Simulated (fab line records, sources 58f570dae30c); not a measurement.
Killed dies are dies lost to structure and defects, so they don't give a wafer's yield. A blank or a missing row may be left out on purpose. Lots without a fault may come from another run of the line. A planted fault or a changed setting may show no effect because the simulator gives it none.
Which tool did it? | flow berkeley_cmos170 | 14 lots, 42 wafers sampled, at 7 steps of a route of 331

WHAT THE GAUGES READ, wafer by wafer
UCB170_START_BOW_MEAS_00. Usual: INCOMING_BOW -1 um, standard deviation 6.2.
lot  | measured    | on            | INCOMING_BOW (um) | flag
L840 | day 1 10:01 | film_metro-03 | -15 -2 1          |
L841 | day 1 15:02 | film_metro-02 | -4 11 -1          |
L843 | day 2 01:00 | film_metro-03 | 3 5 2             |
L844 | day 2 06:00 | film_metro-03 | 8 4 2             |
L848 | day 3 02:00 | film_metro-02 | -7 3 -5           |
L849 | day 3 07:01 | film_metro-04 | 9 -2 11           |
L851 | day 3 17:00 | film_metro-02 | -5 -5 -2          |
L853 | day 4 03:00 | film_metro-04 | -4 -2 -5          |
L855 | day 4 13:01 | film_metro-03 | -5 -5 0           |
L857 | day 4 23:01 | film_metro-02 | 5 -3 8            |
L859 | day 5 09:02 | film_metro-02 | 4 -2 2            |
L860 | day 5 14:00 | film_metro-04 | -5 5 -6           |
L862 | day 6 00:00 | film_metro-04 | -1 6 -2           |
L863 | day 6 05:00 | film_metro-03 | 13 -6 2           |

UCB170_PFIELD_TW_MEAS_09. Usual: PFIELD_TW 606, standard deviation 5.4.
lot  | measured    | on            | PFIELD_TW   | flag
L840 | day 3 19:52 | film_metro-03 | 605 604 606 |
L841 | day 4 06:07 | film_metro-01 | 608 606 605 |
L843 | day 5 01:35 | film_metro-01 | 609 611 614 |
L844 | day 5 02:08 | film_metro-01 | 610 612 609 |
L848 | day 5 15:37 | film_metro-04 | 603 599 603 |
L849 | day 6 06:58 | film_metro-01 | 613 610 612 |
L851 | day 6 06:41 | film_metro-01 | 614 611 612 |
L853 | day 6 16:20 | film_metro-04 | 601 599 601 |
L855 | day 6 23:38 | film_metro-01 | 613 611 614 |
L857 | day 7 10:45 | film_metro-01 | 608 606 607 |
L859 | day 8 00:54 | film_metro-04 | 598 598 602 |
L860 | day 8 11:29 | film_metro-01 | 610 606 608 |
L862 | day 8 17:52 | film_metro-03 | 597 600 599 |
L863 | day 8 17:36 | film_metro-04 | 601 599 601 |

UCB170_GATE_OVL_MEAS_13. Usual: GATE_OVL 0 nm, standard deviation 6.
lot  | measured     | on         | GATE_OVL (nm) | flag
L840 | day 5 12:35  | overlay-02 | -12 -6 -11    |
L841 | day 5 18:38  | overlay-02 | 7 6 7         |
L843 | day 6 17:18  | overlay-02 | -7 2 5        |
L844 | day 6 17:35  | overlay-01 | 7 8 10        |
L848 | day 7 01:00  | overlay-01 | -3 1 -10      |
L849 | day 7 22:55  | overlay-01 | -16 -8 -7     |
L851 | day 7 23:05  | overlay-02 | -2 2 6        |
L853 | day 8 13:41  | overlay-02 | 9 9 0         |
L855 | day 8 19:02  | overlay-01 | -3 6 -7       |
L857 | day 9 03:05  | overlay-02 | -13 -9 -1     |
L859 | day 9 21:31  | overlay-01 | -2 4 2        |
L860 | day 10 03:17 | overlay-01 | -1 -3 0       |
L862 | day 10 19:11 | overlay-02 | 3 2 -5        |
L863 | day 10 19:25 | overlay-01 | 3 4 2         |

UCB170_PSD_TW_MEAS_10. Usual: PSD_TW 2334, standard deviation 19.
lot  | measured     | on            | PSD_TW         | flag
L840 | day 6 02:05  | film_metro-03 | 2342 2354 2343 |
L841 | day 6 06:40  | film_metro-02 | 2357 2352 2349 |
L843 | day 7 03:16  | film_metro-04 | 2320 2322 2328 |
L844 | day 7 03:37  | film_metro-02 | 2373 2353 2379 |
L848 | day 7 11:19  | film_metro-02 | 2364 2369 2361 |
L849 | day 8 09:31  | film_metro-03 | 2152 2159 2149 | OFF
L851 | day 8 09:48  | film_metro-02 | 2365 2357 2373 |
L853 | day 8 23:25  | film_metro-03 | 2150 2169 2151 | OFF
L855 | day 9 07:22  | film_metro-04 | 2324 2318 2331 |
L857 | day 9 15:08  | film_metro-03 | 2317 2323 2317 |
L859 | day 10 07:45 | film_metro-04 | 2317 2318 2320 |
L860 | day 10 14:38 | film_metro-04 | 2317 2323 2316 |
L862 | day 11 04:02 | film_metro-03 | 2316 2327 2325 |
L863 | day 11 04:17 | film_metro-02 | 2325 2326 2333 |

UCB170_SDANNEAL_RS_MEAS_02: measures by four-point-probe. Usual: PSD_RS 75.4 ohm/sq, standard deviation 0.35.
lot  | measured     | on            | PSD_RS (ohm/sq) | flag
L840 | day 6 07:15  | film_metro-04 | 75.4 75.2 75.7  |
L841 | day 6 10:02  | film_metro-04 | 75.7 75.6 75.6  |
L843 | day 7 06:43  | film_metro-04 | 75.2 75.2 75.5  |
L844 | day 7 06:55  | film_metro-03 | 75.5 75.6 75.2  |
L848 | day 7 14:11  | film_metro-04 | 75.5 75.4 75.2  |
L849 | day 8 13:33  | film_metro-02 | 89.4 89.3 89.6  | OFF
L851 | day 8 13:32  | film_metro-04 | 75.2 75.2 74.8  |
L853 | day 9 05:07  | film_metro-03 | 89.9 89.8 90.3  | OFF
L855 | day 9 12:33  | film_metro-04 | 75.6 75.7 75.7  |
L857 | day 9 17:55  | film_metro-03 | 75.4 75.3 75.6  |
L859 | day 10 11:01 | film_metro-02 | 75.3 75.1 75.3  |
L860 | day 10 17:42 | film_metro-02 | 75.2 75.8 75.5  |
L862 | day 11 11:10 | film_metro-04 | 76.0 76.4 75.9  |
L863 | day 11 11:10 | film_metro-02 | 74.8 75.0 74.7  |

WHICH TOOL RAN EACH LOT (tool, then ch and the chambers of the sampled wafers, then the start)
lot  | UCB170_PSD_IMPLANT_08           | UCB170_PSD_STRIP_09
L840 | implanter-02 ch 0, day 6 01:50  | plasma_asher-04 ch 1, day 6 01:58
L841 | implanter-02 ch 0, day 6 06:26  | plasma_asher-02 ch 0,1, day 6 06:34
L843 | implanter-02 ch 0, day 7 03:01  | plasma_asher-01 ch 0,1, day 7 03:10
L844 | implanter-02 ch 0, day 7 03:22  | plasma_asher-04 ch 0,1, day 7 03:31
L848 | implanter-01 ch 0, day 7 11:04  | plasma_asher-02 ch 0,1, day 7 11:13
L849 | implanter-01 ch 0, day 8 09:17  | plasma_asher-02 ch 0,1, day 8 09:25
L851 | implanter-02 ch 0, day 8 09:33  | plasma_asher-02 ch 0,1, day 8 09:42
L853 | implanter-01 ch 0, day 8 23:10  | plasma_asher-01 ch 0,1, day 8 23:19
L855 | implanter-03 ch 0, day 9 07:08  | plasma_asher-02 ch 0,1, day 9 07:15
L857 | implanter-03 ch 0, day 9 14:53  | plasma_asher-04 ch 0, day 9 15:01
L859 | implanter-03 ch 0, day 10 07:32 | plasma_asher-04 ch 0,1, day 10 07:40
L860 | implanter-03 ch 0, day 10 14:23 | plasma_asher-02 ch 0,1, day 10 14:32
L862 | implanter-02 ch 0, day 11 03:47 | plasma_asher-04 ch 0,1, day 11 03:56
L863 | implanter-03 ch 0, day 11 04:02 | plasma_asher-02 ch 0,1, day 11 04:11
- UCB170_PSD_IMPLANT_08
- UCB170_PSD_STRIP_09: strips in O2.

WHAT THE TOOLS THEMSELVES READ (means of the sampled wafers that have a number; where no wafer has one, the mark that the record gives instead)
UCB170_PSD_IMPLANT_08. Usual: beam_on_s 10.01 s, standard deviation 0.2; faraday_current_uA 9249, standard deviation 190.
lot  | tool         | beam_on_s (s) | faraday_current_uA | flag
L840 | implanter-02 | 9.99          | 9275               |
L841 | implanter-02 | 9.99          | 9248               |
L843 | implanter-02 | 9.86          | 9387               |
L844 | implanter-02 | 9.96          | 9299               |
L848 | implanter-01 | 9.81          | 9415               |
L849 | implanter-01 | 7.78          | 11872              | OFF
L851 | implanter-02 | 10.07         | 9220               |
L853 | implanter-01 | 7.91          | 11743              | OFF
L855 | implanter-03 | 10.06         | 9226               |
L857 | implanter-03 | 9.83          | 9424               |
L859 | implanter-03 | 10.26         | 9031               |
L860 | implanter-03 | 9.85          | 9387               |
L862 | implanter-02 | 9.96          | 9272               |
L863 | implanter-03 | 10.04         | 9239               |

UCB170_PSD_STRIP_09. Usual: drypump_motor_current_A 5.8 A, standard deviation 0.37; oes_product_au 0.600 a.u., standard deviation 0.0048; strip_time_to_endpoint_s 29.42 s, standard deviation 0.086.
lot  | tool            | drypump_motor_current_A (A) | oes_product_au (a.u.) | strip_time_to_endpoint_s (s) | flag
L840 | plasma_asher-04 | 6.1                         | 0.598                 | 29.35                        |
L841 | plasma_asher-02 | 5.9                         | 0.600                 | 29.23                        |
L843 | plasma_asher-01 | 5.3                         | 0.598                 | 29.46                        |
L844 | plasma_asher-04 | 6.2                         | 0.600                 | 29.44                        |
L848 | plasma_asher-02 | 5.9                         | 0.599                 | 29.47                        |
L849 | plasma_asher-02 | 5.9                         | 0.636                 | 26.83                        | OFF
L851 | plasma_asher-02 | 5.9                         | 0.600                 | 29.42                        |
L853 | plasma_asher-01 | 5.3                         | 0.636                 | 26.84                        | OFF
L855 | plasma_asher-02 | 5.7                         | 0.600                 | 29.29                        |
L857 | plasma_asher-04 | 6.4                         | 0.597                 | 29.54                        |
L859 | plasma_asher-04 | 6.2                         | 0.603                 | 29.49                        |
L860 | plasma_asher-02 | 5.7                         | 0.600                 | 29.34                        |
L862 | plasma_asher-04 | 6.3                         | 0.602                 | 29.38                        |
L863 | plasma_asher-02 | 5.7                         | 0.601                 | 29.52                        |

THE ANSWER, worked out from the rows above alone
Rule: a lot is off if the mean of its wafers that have a number lies more than 3 standard deviations from the usual mean. A lot without any number at a reading at which 4 lots or more have one is off too. The other lots that the step has rows for count as sound. The gauges are gone through in route order, then the tools' own readings, and for those a lot's mean is taken as printed above. The first step at which some lot is off is used, and at that step the reading that is off furthest; a lot without a number counts as furthest.
Off: L849, L853, at UCB170_PSD_TW_MEAS_10 (PSD_TW).
A tool fits if, at a process step before that reading, it ran every lot that is off, and no sound lot after the first of them. The gauges at UCB170_PSD_TW_MEAS_10 aren't tried: what is off there is off at UCB170_PSD_IMPLANT_08 too, on other tools, and a gauge's error can't cause that. One fits: implanter-01 at UCB170_PSD_IMPLANT_08. Its last sound lot is L848 (day 7 11:04), its first lot that is off L849 (day 8 09:17): a fault that began between those two fits.
The tool's own readings at UCB170_PSD_IMPLANT_08 bear it out: on the lots that are off they differ by more than 5 times the standard deviation of the sound lots' means. beam_on_s reads 7.85 s there against 9.97 s on the sound lots; faraday_current_uA reads 11808 there against 9285 on the sound lots.

WHAT THE SIMULATOR HAD PUT IN
Process parameter drift: implanter-01, from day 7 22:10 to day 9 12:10, at UCB170_PSD_IMPLANT_08. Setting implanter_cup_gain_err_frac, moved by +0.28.
Lots struck among those shown: L849, L853. The rule above found the same.
